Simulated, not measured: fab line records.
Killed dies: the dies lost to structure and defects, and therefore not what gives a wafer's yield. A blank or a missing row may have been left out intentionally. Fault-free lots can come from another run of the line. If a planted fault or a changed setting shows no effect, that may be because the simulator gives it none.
Which of the tools did it? + flow ritCmos + Sampling: 14 lots, 42 wafers, 2 of 202 route steps

== WHAT THE GAUGES READ, wafer by wafer ==
RIT_GATE_THK_MEAS_09. Usual: for GATE_POLY_THK the level is 249.6 nm and the standard deviation is 2.2.
| lot  | measured    | on           | GATE_POLY_THK (nm) | flag |
|------|-------------|--------------|--------------------|------|
| L816 | day 2 16:03 | filmMetro-03 | 248.9 251.1 250.7  |      |
| L817 | day 2 20:41 | filmMetro-03 | 252.0 249.6 251.1  |      |
| L818 | day 3 02:17 | filmMetro-03 | 250.0 250.7 248.2  |      |
| L820 | day 3 15:59 | filmMetro-01 | 246.4 248.5 249.7  |      |
| L821 | day 3 18:29 | filmMetro-01 | 243.8 247.8 246.4  |      |
| L822 | day 3 22:04 | filmMetro-03 | 245.8 245.1 247.4  |      |
| L824 | day 4 10:01 | filmMetro-03 | 250.0 250.9 248.3  |      |
| L825 | day 4 13:37 | filmMetro-03 | 245.2 246.2 245.8  |      |
| L826 | day 4 19:02 | filmMetro-01 | 252.9 252.2 252.4  |      |
| L828 | day 5 09:05 | filmMetro-02 | 250.6 251.5 249.7  |      |
| L829 | day 5 11:01 | filmMetro-03 | 249.5 251.5 252.1  |      |
| L832 | day 6 03:10 | filmMetro-03 | 247.7 249.0 249.8  |      |
| L836 | day 6 20:09 | filmMetro-03 | 209.3 209.8 212.2  | OFF  |
| L838 | day 7 07:23 | filmMetro-02 | 209.4 210.9 212.0  | OFF  |

== WHICH TOOL RAN EACH LOT (tool, then ch and the chambers of the sampled wafers, then the start) ==
| lot  | RIT_GATE_CVD_08            |
|------|----------------------------|
| L816 | lpcvd-02 ch 1, day 2 14:25 |
| L817 | lpcvd-01 ch 1, day 2 19:04 |
| L818 | lpcvd-02 ch 0, day 3 00:41 |
| L820 | lpcvd-02 ch 0, day 3 14:22 |
| L821 | lpcvd-01 ch 1, day 3 16:51 |
| L822 | lpcvd-02 ch 1, day 3 20:26 |
| L824 | lpcvd-02 ch 1, day 4 08:24 |
| L825 | lpcvd-02 ch 0, day 4 12:00 |
| L826 | lpcvd-01 ch 0, day 4 17:24 |
| L828 | lpcvd-01 ch 0, day 5 07:26 |
| L829 | lpcvd-01 ch 1, day 5 09:23 |
| L832 | lpcvd-02 ch 0, day 6 01:33 |
| L836 | lpcvd-02 ch 1, day 6 18:32 |
| L838 | lpcvd-02 ch 1, day 7 05:45 |
- RIT_GATE_CVD_08: deposits poly-Si from SiH4, target thk 250 nm, time 2220 s.

== AS READ BY THE TOOLS THEMSELVES (means over the sampled wafers that have a number; for cases with no such wafer, the mark the record gives instead) ==
RIT_GATE_CVD_08. Usual: spikeTcCentreC 612.2 C, standard deviation 1.4; spikeTcLoadC 631.5 C, standard deviation 2.4; spikeTcSourceC 629.0 C, standard deviation 2.7; susceptorTempC 610.00 C, standard deviation 0.28.
| lot  | tool     | spikeTcCentreC (C) | spikeTcLoadC (C) | spikeTcSourceC (C) | susceptorTempC (C) | flag |
|------|----------|--------------------|------------------|--------------------|--------------------|------|
| L816 | lpcvd-02 | 611.6              | 629.4            | 628.8              | 609.95             |      |
| L817 | lpcvd-01 | 610.8              | 634.4            | 633.6              | 609.70             |      |
| L818 | lpcvd-02 | 613.2              | 631.6            | 625.9              | 610.00             |      |
| L820 | lpcvd-02 | 613.2              | 632.0            | 624.3              | 610.08             |      |
| L821 | lpcvd-01 | 611.5              | 635.0            | 632.7              | 609.90             |      |
| L822 | lpcvd-02 | 610.9              | 629.8            | 628.5              | 610.13             |      |
| L824 | lpcvd-02 | 611.2              | 630.2            | 628.4              | 610.32             |      |
| L825 | lpcvd-02 | 613.8              | 631.6            | 625.6              | 609.79             |      |
| L826 | lpcvd-01 | 612.8              | 629.9            | 629.5              | 610.06             |      |
| L828 | lpcvd-01 | 613.0              | 629.7            | 629.3              | 610.14             |      |
| L829 | lpcvd-01 | 610.6              | 634.8            | 632.9              | 609.77             |      |
| L832 | lpcvd-02 | 613.9              | 631.0            | 625.7              | 609.95             |      |
| L836 | lpcvd-02 | 604.3              | 621.6            | 621.5              | 603.15             | OFF  |
| L838 | lpcvd-02 | 604.4              | 622.1            | 621.9              | 603.34             | OFF  |

== THE ANSWER, worked out from the rows above alone ==
Rule: a lot counts as off when the mean over its wafers that have a number is more than 3 standard deviations away from the usual mean. A lot without any number at a reading at which 4 lots or more have one is off too. All remaining lots with rows at the step are treated as sound. Order of review: gauges by route order, followed by the tools' own readings, for which a lot's mean as printed above is used. The first step at which some lot is off is used, and at that step the reading that is off furthest; a lot without a number counts as furthest.
Off: L836, L838, seen at RIT_GATE_THK_MEAS_09 (GATE_POLY_THK).
A tool fits if, at a process step before that reading, it ran every lot that is off, and no sound lot after the first of them. The gauges at RIT_GATE_THK_MEAS_09 aren't tried: what is off there is off at RIT_GATE_CVD_08 too, on other tools, and a gauge's error can't cause that. One candidate fits, namely lpcvd-02 at RIT_GATE_CVD_08. A fault onset in the window from L832 (day 6 01:33, its last sound lot) to L836 (day 6 18:32, its first lot off) fits.
The tool's own readings at RIT_GATE_CVD_08 bear it out: on the lots that are off they differ by more than 5 times the standard deviation of the sound lots' means. spikeTcCentreC reads 604.3 C there against 612.2 C on the sound lots; susceptorTempC reads 603.25 C there against 609.98 C on the sound lots.

== WHAT HAD BEEN PUT IN BY THE SIMULATOR ==
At RIT_GATE_CVD_08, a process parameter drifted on lpcvd-02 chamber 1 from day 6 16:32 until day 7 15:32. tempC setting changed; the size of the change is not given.
Shown lots that were struck: L836, L838. Same finding as the rule above.
